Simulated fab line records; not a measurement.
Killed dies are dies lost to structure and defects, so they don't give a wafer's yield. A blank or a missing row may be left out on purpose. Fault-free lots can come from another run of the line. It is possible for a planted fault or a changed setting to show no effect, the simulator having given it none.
Which tool was responsible? + flow rit cmos + 14 lots with 42 wafers sampled at 2 steps, on a route of 202 steps

## WHAT THE GAUGES READ, wafer by wafer
RIT_PSD_TW_MEAS_10. Usual: PSD_TW 3438, standard deviation 29.
| lot  | measured    | on            | PSD_TW         | flag |
|------|-------------|---------------|----------------|------|
| L799 | day 3 00:59 | film metro-04 | 3444 3443 3435 |      |
| L800 | day 3 06:46 | film metro-01 | 3466 3434 3437 |      |
| L801 | day 3 10:42 | film metro-01 | 3421 3423 3446 |      |
| L802 | day 3 16:31 | film metro-03 | 3452 3429 3448 |      |
| L803 | day 3 20:31 | film metro-04 | 3437 3425 3413 |      |
| L808 | day 4 21:35 | film metro-01 | 3438 3458 3438 |      |
| L809 | day 5 02:38 | film metro-03 | 3466 3446 3446 |      |
| L810 | day 5 07:20 | film metro-03 | 3488 3478 3464 |      |
| L811 | day 5 14:17 | film metro-03 | 3458 3473 3474 |      |
| L814 | day 6 03:11 | film metro-03 | 3456 3450 3433 |      |
| L816 | day 6 15:08 | film metro-04 | 3386 3371 3402 |      |
| L817 | day 6 19:19 | film metro-01 | 3494 3484 3482 |      |
| L818 | day 6 23:40 | film metro-03 | 3421 3454 3427 |      |
| L819 | day 7 05:22 | film metro-01 | 3442 3449 3429 |      |

## EACH LOT AND THE TOOL THAT RAN IT (in order: tool; ch and the chambers of the sampled wafers; start)
| lot  | RIT_NSD_STRIP_09                    |
|------|-------------------------------------|
| L799 | plasma asher-02 ch 0,1, day 2 23:23 |
| L800 | plasma asher-02 ch 0,1, day 3 05:03 |
| L801 | plasma asher-03 ch 0, day 3 08:59   |
| L802 | plasma asher-01 ch 0,1, day 3 14:53 |
| L803 | plasma asher-03 ch 0,1, day 3 18:48 |
| L808 | plasma asher-02 ch 0,1, day 4 19:54 |
| L809 | plasma asher-02 ch 0,1, day 5 00:55 |
| L810 | plasma asher-03 ch 0,1, day 5 05:41 |
| L811 | plasma asher-02 ch 0,1, day 5 12:36 |
| L814 | plasma asher-03 ch 0,1, day 6 01:35 |
| L816 | plasma asher-02 ch 0,1, day 6 13:25 |
| L817 | plasma asher-02 ch 0,1, day 6 17:46 |
| L818 | plasma asher-03 ch 0,1, day 6 22:04 |
| L819 | plasma asher-03 ch 0,1, day 7 03:46 |
- RIT_NSD_STRIP_09: strips in O2, time 180 s.

## AS READ BY THE TOOLS THEMSELVES (means over the sampled wafers that have a number; for cases with no such wafer, the mark the record gives instead)
RIT_NSD_STRIP_09. Usual: drypump motor current A 5.8 A, standard deviation 0.59; rf refl power W 6.1 W, standard deviation 1.6.
| lot  | tool            | drypump motor current A (A) | rf refl power W (W) | flag |
|------|-----------------|-----------------------------|---------------------|------|
| L799 | plasma asher-02 | 5.8                         | 8.5                 |      |
| L800 | plasma asher-02 | 5.8                         | 8.5                 |      |
| L801 | plasma asher-03 | 6.7                         | 5.3                 |      |
| L802 | plasma asher-01 | 5.2                         | 5.7                 |      |
| L803 | plasma asher-03 | 6.4                         | 5.1                 |      |
| L808 | plasma asher-02 | 5.5                         | 8.2                 |      |
| L809 | plasma asher-02 | 5.5                         | 7.8                 |      |
| L810 | plasma asher-03 | 6.0                         | 4.7                 |      |
| L811 | plasma asher-02 | 5.5                         | 7.9                 |      |
| L814 | plasma asher-03 | 6.4                         | 5.1                 |      |
| L816 | plasma asher-02 | 5.9                         | 8.4                 |      |
| L817 | plasma asher-02 | 5.4                         | 7.8                 |      |
| L818 | plasma asher-03 | 6.0                         | 4.7                 |      |
| L819 | plasma asher-03 | 6.0                         | 4.6                 |      |

## THE ANSWER, worked out from the rows above alone
Rule: take the mean of a lot's wafers that have a number; if it is more than 3 standard deviations from the usual mean, the lot is off. A lot without any number at a reading at which 4 lots or more have one is off too. The other lots that the step has rows for count as sound. After the gauges, taken in route order, come the tools' own readings; for these a lot's mean is taken, as printed above. The first step at which some lot is off is used, and at that step the reading that is off furthest; a lot without a number counts as furthest.
No lot is off at any reading shown: from this, nothing can be told.

## WHAT WAS PUT IN BY THE SIMULATOR
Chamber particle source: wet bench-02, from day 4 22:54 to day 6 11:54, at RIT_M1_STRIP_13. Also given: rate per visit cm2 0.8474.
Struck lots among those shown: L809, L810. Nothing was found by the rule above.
